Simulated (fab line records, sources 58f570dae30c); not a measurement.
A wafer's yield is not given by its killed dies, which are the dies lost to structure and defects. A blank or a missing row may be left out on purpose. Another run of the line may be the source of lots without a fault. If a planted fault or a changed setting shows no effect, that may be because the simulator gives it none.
A single fault, viewed from 2 desks	flow berkeley cmos170	only its own numbers are on each desk; what lay behind them is given at the end

== FROM THE METROLOGY DESK ==
What the gauges read for every lot (on any tool): the sampled wafers with a number, averaged. If a lot's mean is further than 4 standard deviations from the usual mean, the lot is out of limits and carries the mark OUT (the distance appears in the brackets).
Columns: A = cd nm at UCB170_V1_CD_MEAS_90, usual 699.5 nm; B = V2_OVL at UCB170_V2_OVL_MEAS_13, usual 0 nm; C = M3_OVL at UCB170_M3_OVL_MEAS_16, usual 1 nm
lot	first seen here	A	B	C
L210	day 8 01:07	698.1	-0	1
L215	day 8 23:25	700.0	1	4
L212	day 8 23:41	698.8	1	-3
L218	day 9 21:43	700.0	-1	-6
L219	day 9 21:55	697.9	4	5
L216	day 9 23:23	699.7	-4	-1
L221	day 10 06:52	699.5	6	1
L227	day 11 16:19	697.4	2	-4
L228	day 11 18:43	699.7	4	-6
L230	day 12 08:53	700.2	-5	-0
L229	day 12 11:07	698.5	-0	4
L233	day 12 20:23	699.7	-6	6
L231	day 12 22:16	697.6	-0	6
This desk's verdict: no lot among the 13 shows anything out of limits.

== THE TOOL OWNER'S DESK: wet bench-04 ==
The tool's own readings at UCB170_CONTACT_CLEAN_07 (cleans in SPM, time 600 s): means of the sampled wafers that have a number, for each lot that ran on this tool. If a lot's mean is further than 4 standard deviations from the usual mean, the lot is out of limits and carries the mark OUT (the distance appears in the brackets).
Columns: A = bath heat duty pct at UCB170_CONTACT_CLEAN_07, usual 13.5 %
lot	first seen here	A
L210	day 7 15:28	13.4
L221	day 9 20:55	11.5
L227	day 11 05:49	13.8
This desk's verdict: no lot among the 3 shows anything out of limits.

== BROUGHT TOGETHER ==
From the metrology desk's view, nothing was out of limits.
Nothing out of limits was seen by the tool owner's desk.

== WHAT THE SIMULATOR HAD PUT IN ==
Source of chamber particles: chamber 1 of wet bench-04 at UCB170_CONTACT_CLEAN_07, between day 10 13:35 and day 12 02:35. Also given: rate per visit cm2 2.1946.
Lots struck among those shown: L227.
